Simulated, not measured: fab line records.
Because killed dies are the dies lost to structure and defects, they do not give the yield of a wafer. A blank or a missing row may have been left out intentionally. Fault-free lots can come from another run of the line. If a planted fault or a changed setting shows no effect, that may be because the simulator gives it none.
Split-lot trial -- flow berkeleyCmos170 -- on a route of 331 steps: 5 lots, 23 wafers read

== ABOUT THE SPLIT ==
At UCB170_FIELD_OXIDATION_01 (target thk 558.3 nm, ox time 7200 s), the setting oxTimeS was moved away from the recipe's 7200 s on 20 of the 23 wafers read, by -14.5% to +5.7%. This setting was run at the recipe's value on the other wafers.

== FROM THE SPLIT TO THE READING: what the file shows between them, 13 steps ==
- UCB170_FIELD_THK_MEAS_02
- UCB170_FIELD_ANNEAL_03: time 1200 s
- UCB170_FIELD_WET_ETCH_04: etches SiO2 in dHF, time 60 s
- UCB170_FIELD_WET_ETCH_06: etches SiO2 in BOE, time 22 s (also split here: timeS)
- UCB170_FIELD_THK_MEAS_90
- UCB170_NVT_COAT_01: resist thk 900 nm (also split here: resistThkNm)
- UCB170_NVT_SOFTBAKE_02: time 60 s
- UCB170_NVT_EXPOSE_03: exposes mask PWELL, target cd 3000 nm
- UCB170_NVT_IMPLANT_07
- UCB170_NVT_STRIP_08: strips in O2
- UCB170_PVT_IMPLANT_07 (also split here: energyKev)
- UCB170_PVT_STRIP_08: strips in O2
- UCB170_GATE_WET_ETCH_00: etches SiO2 in dHF, time 200 s

== THE READING ==
FIELD_OXIDE_LEFT_2_THK (nm), taken at UCB170_FIELD_THK_MEAS_91. Typical for fault-free wafers on this fab line: 348 nm, with standard deviation 8 nm.

wafer,"tool, chamber at the split","oxTimeS as run, s",against the recipe,"FIELD_OXIDE_LEFT_2_THK, nm",against lot-mates on the recipe
L078.1,"-, -",6156,-14.5%,285,no lot-mate on the recipe
L078.2,"-, -",6156,-14.5%,294,no lot-mate on the recipe
L078.3,"-, -",6156,-14.5%,297,no lot-mate on the recipe
L078.5,"-, -",6156,-14.5%,295,no lot-mate on the recipe
L078.6,"-, -",6156,-14.5%,292,no lot-mate on the recipe
L077.1,"furnace-04, 0",7200,recipe,348,-
L077.2,"furnace-04, 0",7200,recipe,354,-
L077.3,"furnace-04, 0",7200,recipe,352,-
L079.1,"-, -",6275,-12.8%,298,no lot-mate on the recipe
L079.3,"-, -",6275,-12.8%,298,no lot-mate on the recipe
L079.4,"-, -",6275,-12.8%,294,no lot-mate on the recipe
L079.5,"-, -",6275,-12.8%,299,no lot-mate on the recipe
L079.6,"-, -",6275,-12.8%,300,no lot-mate on the recipe
L080.1,"-, -",6407,-11.0%,298,no lot-mate on the recipe
L080.2,"-, -",6407,-11.0%,290,no lot-mate on the recipe
L080.4,"-, -",6407,-11.0%,298,no lot-mate on the recipe
L080.5,"-, -",6407,-11.0%,299,no lot-mate on the recipe
L080.6,"-, -",6407,-11.0%,291,no lot-mate on the recipe
L081.1,"-, -",7610,+5.7%,378,no lot-mate on the recipe
L081.2,"-, -",7610,+5.7%,374,no lot-mate on the recipe
L081.3,"-, -",7610,+5.7%,388,no lot-mate on the recipe
L081.5,"-, -",7610,+5.7%,378,no lot-mate on the recipe
L081.6,"-, -",7610,+5.7%,376,no lot-mate on the recipe

THE FIT
A straight line over all 23 wafers: FIELD_OXIDE_LEFT_2_THK changes by +4.42 nm for each +1% of oxTimeS; r = +0.99; the points scatter about the line by 6.2 nm.
Too few moved wafers have a lot-mate on the recipe to fit a line with each lot's own level taken away.

== THE WHOLE CHAIN: every reading that the file lists as answering this split, in the file's order ==
step,what it does,reading,change (the file's fit),r (the file's)
UCB170_FIELD_OXIDATION_01,"target thk 558.3 nm, ox time 7200 s","SiO2_of_FIELD_OXIDATION_01.thkNm (the simulator's own value, which no gauge read)",+4.55 nm for each +1% of the setting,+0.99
UCB170_FIELD_THK_MEAS_02,,FIELD_OXIDE_THK,+4.54 for each +1% of the setting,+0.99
UCB170_FIELD_WET_ETCH_04,"etches SiO2 in dHF, time 60 s","SiO2_of_FIELD_OXIDATION_01.thkNm (the simulator's own value, which no gauge read)",+4.57 nm for each +1% of the setting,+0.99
UCB170_FIELD_WET_ETCH_06,"etches SiO2 in BOE, time 22 s","SiO2_of_FIELD_OXIDATION_01.thkNm (the simulator's own value, which no gauge read)",+4.42 nm for each +1% of the setting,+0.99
UCB170_FIELD_THK_MEAS_90,,FIELD_OXIDE_LEFT_1_THK,+4.43 for each +1% of the setting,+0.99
UCB170_FIELD_THK_MEAS_91,,FIELD_OXIDE_LEFT_2_THK,+4.42 for each +1% of the setting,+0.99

== THE FILE'S OWN FIT ==
FIELD_OXIDE_LEFT_2_THK changes by +4.42 nm for each +1% of oxTimeS, r = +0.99.
